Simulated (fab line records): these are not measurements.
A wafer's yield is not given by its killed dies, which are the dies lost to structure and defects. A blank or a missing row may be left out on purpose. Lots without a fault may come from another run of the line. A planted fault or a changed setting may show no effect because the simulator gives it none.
Problem report, 8D (eight disciplines) form, completed by code / flow berkeley_cmos170 / the parts of the form that need people (team, actions taken, sign-off) are left out

== 1. THE ISSUE ==
Mean of dose_ions_cm2 at UCB170_PVT_IMPLANT_07: 1.9380e+12 across 6 wafers in 2 lots; on wafers with no fault it is 2.0006e+12 (standard deviation 2.1e+09). Relative to the usual mean, that is a shift of -30 standard deviations.
Seen first at day 8 12:55 on implanter-04, wafer L868.1. The record holds 42 wafers of 14 lots with a number at this step. Rule for "out" (also "out of limits"): further than 4 standard deviations from the usual mean. The rest of the wafers with a number are treated as sound.

== 2. WHAT IT IS, AND WHAT IT ISN'T ==
question=which readings at this step | is=dose_ions_cm2 | is not=-
question=which lots | is=L868, L871 | is not=L855, L856, L857, L858, L859, L860, L862, L867, L869, L874, L875, L876
question=which wafers of those lots | is=all that have a number | is not=-
question=read on which tools | is=implanter-04 | is not=implanter-02, implanter-03
question=when | is=from day 8 12:55 | is not=up to then (27 sound wafers); but 9 sound wafers of L874, L875, L876 came after

== 3. SUSPECTS, AND WHAT RULES EACH OUT ==
Counting: a tool at any process step up to the reading remains a suspect when it ran all the lots that are out and ran no sound lot after the first of those.
- implanter-04 at UCB170_PVT_IMPLANT_07: kept. It processed each lot that is out, first L868 at day 8 12:55, and no sound lot thereafter; up to then, the last sound lot it processed was L855 at day 5 21:58. On those wafers its own readings are out: dose_ions_cm2.
The count leaves implanter-04 at UCB170_PVT_IMPLANT_07.

== 4. THE CAUSE (what the simulator had put in) ==
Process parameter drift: implanter-04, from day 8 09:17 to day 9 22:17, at UCB170_PVT_IMPLANT_07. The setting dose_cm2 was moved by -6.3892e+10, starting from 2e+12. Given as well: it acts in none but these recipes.
After counting, this tool was the only one left.

== 5. THE EFFECT CHAIN, in route order ==
Each row: a reading where the mean over the struck wafers with a number is more than 3 standard deviations away from the usual. Only readings for which the record gives a usual standard deviation are gone through. hours: the time from each lot's start at the first step in this table that gives one to its start at this step, as a median over the lots. sigmas: the change in usual standard deviations.
hours=0; step=UCB170_PVT_IMPLANT_07; reading=dose_ions_cm2; usual=2.0006e+12; on struck wafers=1.9380e+12; change=-6.2650e+10; sigmas=-30
Here are the process steps it includes:
- UCB170_PVT_IMPLANT_07

== 6. HOW IT WOULD HAVE BEEN CAUGHT EARLIER ==
The fault began at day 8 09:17; the first out-of-limits reading in this record came at day 8 12:55, 4 hours later.
